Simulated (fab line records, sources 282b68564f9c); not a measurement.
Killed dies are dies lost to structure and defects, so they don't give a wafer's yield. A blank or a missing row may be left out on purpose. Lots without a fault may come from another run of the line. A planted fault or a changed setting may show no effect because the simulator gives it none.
Which tool did it? | flow rit_cmos | 13 lots, 39 wafers sampled, at 2 steps of a route of 202

WHAT THE GAUGES READ, wafer by wafer
RIT_GATE_CD_MEAS_16: target cd 150 nm.
lot  | measured    | on        | cd_nm (nm)
L935 | day 2 16:08 | cd_sem-02 | 146.4 147.6 147.8
L937 | day 3 01:36 | cd_sem-01 | 149.4 151.7 151.2
L939 | day 3 15:09 | cd_sem-02 | 158.4 155.6 154.8
L940 | day 3 17:27 | cd_sem-02 | 148.1 150.6 149.6
L943 | day 4 05:56 | cd_sem-02 | 146.8 147.0 149.8
L944 | day 4 16:08 | cd_sem-02 | 150.3 150.0 154.6
L946 | day 4 22:36 | cd_sem-01 | 129.2 127.5 129.1
L953 | day 7 00:29 | cd_sem-01 | 147.5 151.5 148.9
L954 | day 7 03:32 | cd_sem-01 | 145.0 145.8 146.5
L955 | day 7 03:51 | cd_sem-02 | 146.9 149.8 147.9
L956 | day 7 19:14 | cd_sem-02 | 152.7 150.2 151.4
L958 | day 7 22:28 | cd_sem-01 | 146.7 147.4 146.5
L957 | day 7 22:41 | cd_sem-02 | 152.2 154.0 153.3

WHICH TOOL RAN EACH LOT (tool, then ch and the chambers of the sampled wafers, then the start)
lot  | RIT_GATE_EXPOSE_13
L935 | iline_stepper-02 ch 0, day 2 15:44
L937 | iline_stepper-02 ch 0, day 3 01:11
L939 | iline_stepper-02 ch 0, day 3 14:40
L940 | iline_stepper-01 ch 0, day 3 17:03
L943 | iline_stepper-02 ch 0, day 4 05:32
L944 | iline_stepper-02 ch 0, day 4 15:44
L946 | iline_stepper-02 ch 0, day 4 21:56
L953 | iline_stepper-01 ch 0, day 7 00:05
L954 | iline_stepper-01 ch 0, day 7 03:08
L955 | iline_stepper-02 ch 0, day 7 03:27
L956 | iline_stepper-02 ch 0, day 7 18:49
L958 | iline_stepper-01 ch 0, day 7 22:04
L957 | iline_stepper-02 ch 0, day 7 22:17
- RIT_GATE_EXPOSE_13: exposes mask M6, target cd 150 nm.

WHAT THE TOOLS THEMSELVES READ (means of the sampled wafers that have a number; where no wafer has one, the mark that the record gives instead)
The record holds no such reading with a usual standard deviation.

THE ANSWER, worked out from the rows above alone
Rule: what is usual is taken from the lots themselves. Put in order of their means at a reading, lots are off if they are a third of the lots or fewer, leave a main group of 4 or more, and stand apart from it by a gap of 3 or more times the standard deviation of the main group's means; of several such gaps the widest counts. A main group whose means are all the same, to the digits that the tables above print for the reading, isn't used. A lot without any number at a reading at which 4 lots or more have one is off too. The other lots that the step has rows for count as sound. The gauges are gone through in route order, then the tools' own readings, and for those a lot's mean is taken as printed above. The first step at which some lot is off is used, and at that step the reading that is off furthest; a lot without a number counts as furthest.
Off: L946, at RIT_GATE_CD_MEAS_16 (cd_nm). The main group: mean 149.8 nm, standard deviation 2.9.
A tool fits if, at a process step before that reading, it ran every lot that is off, and no sound lot after the first of them. The gauges at RIT_GATE_CD_MEAS_16 are tried like those tools. None of those tried fits.

WHAT THE SIMULATOR HAD PUT IN
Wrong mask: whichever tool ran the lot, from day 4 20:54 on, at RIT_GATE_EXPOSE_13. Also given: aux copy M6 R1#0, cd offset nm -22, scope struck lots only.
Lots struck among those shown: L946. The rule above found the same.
